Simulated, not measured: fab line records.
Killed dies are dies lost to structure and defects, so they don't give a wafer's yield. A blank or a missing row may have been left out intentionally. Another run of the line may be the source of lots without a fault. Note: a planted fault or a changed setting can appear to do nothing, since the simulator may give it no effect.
fab line records + flow berkeley_cmos170
[record]
- lots = 14
- wafers = 42
- last_day = 11
route steps=331 shown PSD@180
lots with no fault: from the same line, run without faults
start_h: hours from the record's opening day to when the first of the lot's shown wafers began + wait_h: how many hours have passed since the lot's step before this one + " unchanged from the row above + L1.1+2: several wafers, shown together as one row + - no value present, or no start provided + * or withheld: withheld + < > ~ a bound
route shown NAME@n: a module of which the file shows steps, and the number in the route of the first + usual: mean/standard deviation taken from wafers without a fault + same: alike in all rows + chamber/n: place in a boat + sites: per-site readings + _std_site: the values' standard deviation + _edge_site: mean of outer sites minus mean of inner sites + radius_mm: for every site, how far away it sits from the centre of the wafer + mask NAME#n: copy n + behind: the tool/chamber that last shaped the wafer + hold: cause of the lot's hold/its duration in hours/its outcome + device: which transistor (n, p or np) failed to switch + end of line: the tests these same wafers got at the end of their route + for a step that has no rows: nothing shown but its recipe + killed: at the first sort, the dies lost to defects and structure; wafer yield is something else + map: the dies of a wafer, with x for killed, . for not killed, _ for no die there
set.NAME: the setting the step ran with; set.NAME@STEP: the setting that earlier step ran with + model.NAME: the simulator's own value behind a step, which no gauge read
a sample of lots followed through the steps of the route, with each step as a table and each wafer as a row
[[steps]]
[step UCB170_PSD_DEVELOP_05]
[recipe]
- developer = TMAH
- develop_time_s = 45
- resist = KrF
- dev_temp_c = 21
| lot.wafer  | tool           | chamber | start_h | wait_h |
|------------|----------------|---------|---------|--------|
| L580.1+2+3 | litho_track-01 | 0       | 142     | -      |
| L581.1+4+6 | litho_track-04 | 0       | 142     | -      |
| L584.1+2+5 | litho_track-02 | 0       | 149     | -      |
| L582.3+5+6 | litho_track-01 | 0       | 150     | -      |
| L583.1+4+5 | litho_track-04 | 0       | 150     | -      |
| L585.1+3+4 | litho_track-04 | 0       | 164     | -      |
| L586.3+4+5 | litho_track-02 | 0       | 164     | -      |
| L587.1+3+4 | litho_track-02 | 0       | 168     | -      |
| L589.1+3+4 | litho_track-04 | 0       | 169     | -      |
| L588.4+5+6 | litho_track-01 | 0       | 169     | -      |
| L591.2+4+5 | litho_track-02 | 0       | 187     | -      |
| L600.1+5+6 | litho_track-02 | 0       | 231     | -      |
| L601.2+5+6 | litho_track-02 | 0       | 231     | -      |
| L602.1+3+4 | litho_track-01 | 0       | 232     | -      |
[step UCB170_PSD_TW_MEAS_10]
[usual]
- PSD_TW = 2323/24
| lot.wafer | tool          | chamber | start_h | wait_h | PSD_TW |
|-----------|---------------|---------|---------|--------|--------|
| L580.1    | film_metro-03 | -       | 142.60  | 0.1    | 2353   |
| L580.2    | "             | -       | "       | "      | 2348   |
| L580.3    | "             | -       | "       | "      | 2342   |
| L581.1    | film_metro-02 | -       | 142.80  | 0.1    | 2303   |
| L581.4    | "             | -       | "       | "      | 2306   |
| L581.6    | "             | -       | "       | "      | 2308   |
| L584.1    | film_metro-03 | -       | 150.48  | 0.1    | 2338   |
| L584.2    | "             | -       | "       | "      | 2332   |
| L584.5    | "             | -       | "       | "      | 2338   |
| L582.3    | film_metro-03 | -       | 150.64  | 0.1    | 2342   |
| L582.5    | "             | -       | "       | "      | 2335   |
| L582.6    | "             | -       | "       | "      | 2344   |
| L583.1    | film_metro-02 | -       | 150.77  | 0.1    | 2304   |
| L583.4    | "             | -       | "       | "      | 2289   |
| L583.5    | "             | -       | "       | "      | 2298   |
| L585.1    | film_metro-03 | -       | 164.62  | 0.1    | 2324   |
| L585.3    | "             | -       | "       | "      | 2334   |
| L585.4    | "             | -       | "       | "      | 2339   |
| L586.3    | film_metro-01 | -       | 164.75  | 0.1    | 2342   |
| L586.4    | "             | -       | "       | "      | 2337   |
| L586.5    | "             | -       | "       | "      | 2335   |
| L587.1    | film_metro-02 | -       | 169.13  | 0.1    | 2292   |
| L587.3    | "             | -       | "       | "      | 2289   |
| L587.4    | "             | -       | "       | "      | 2294   |
| L589.1    | film_metro-03 | -       | 170.10  | 0.1    | 2320   |
| L589.3    | "             | -       | "       | "      | 2333   |
| L589.4    | "             | -       | "       | "      | 2327   |
| L588.4    | film_metro-02 | -       | 170.37  | 0.1    | 2288   |
| L588.5    | "             | -       | "       | "      | 2286   |
| L588.6    | "             | -       | "       | "      | 2292   |
| L591.2    | film_metro-03 | -       | 188.33  | 0.1    | 2341   |
| L591.4    | "             | -       | "       | "      | 2362   |
| L591.5    | "             | -       | "       | "      | 2349   |
| L600.1    | film_metro-03 | -       | 232.37  | 0.1    | 30     |
| L600.5    | "             | -       | "       | "      | 30     |
| L600.6    | "             | -       | "       | "      | 30     |
| L601.2    | film_metro-03 | -       | 232.51  | 0.1    | 30     |
| L601.5    | "             | -       | "       | "      | 30     |
| L601.6    | "             | -       | "       | "      | 30     |
| L602.1    | film_metro-01 | -       | 232.85  | 0.1    | 2319   |
| L602.3    | "             | -       | "       | "      | 2341   |
| L602.4    | "             | -       | "       | "      | 2313   |
[[key]]
[first_sign]
- step = UCB170_PSD_TW_MEAS_10
- reading = PSD_TW
- direction = down
- sigmas = 97
- usual = 2323
- struck = 30
effect none on later readings
met_at UCB170_PSD_DEVELOP_05
struck_lots L600,L601
sort_left_out L600.1,L600.5,L600.6,L601.2,L601.5,L601.6
tester_left_out L600,L601
onset_between 187 231
[fault]
- kind = process_parameter_drift
- tool = litho_track-02
- chamber = -
- onset_h = 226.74
- steps = UCB170_PSD_DEVELOP_05
- channel = develop_time_s
- offset = *
- shape = step
- end_h = 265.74
- acts_in = *
- stated = *
// tester_left_out: of these lots the tester's yield and bins aren't shown, on N5 and GAA mostly nor the transistor test; their killed dies are dies lost to structure and defects alone, not to doping, threshold or leakage, so they don't give the yield
// sort_left_out: the simulated sort isn't trusted on such a fault, so these wafers' sort isn't shown, and their yield isn't known
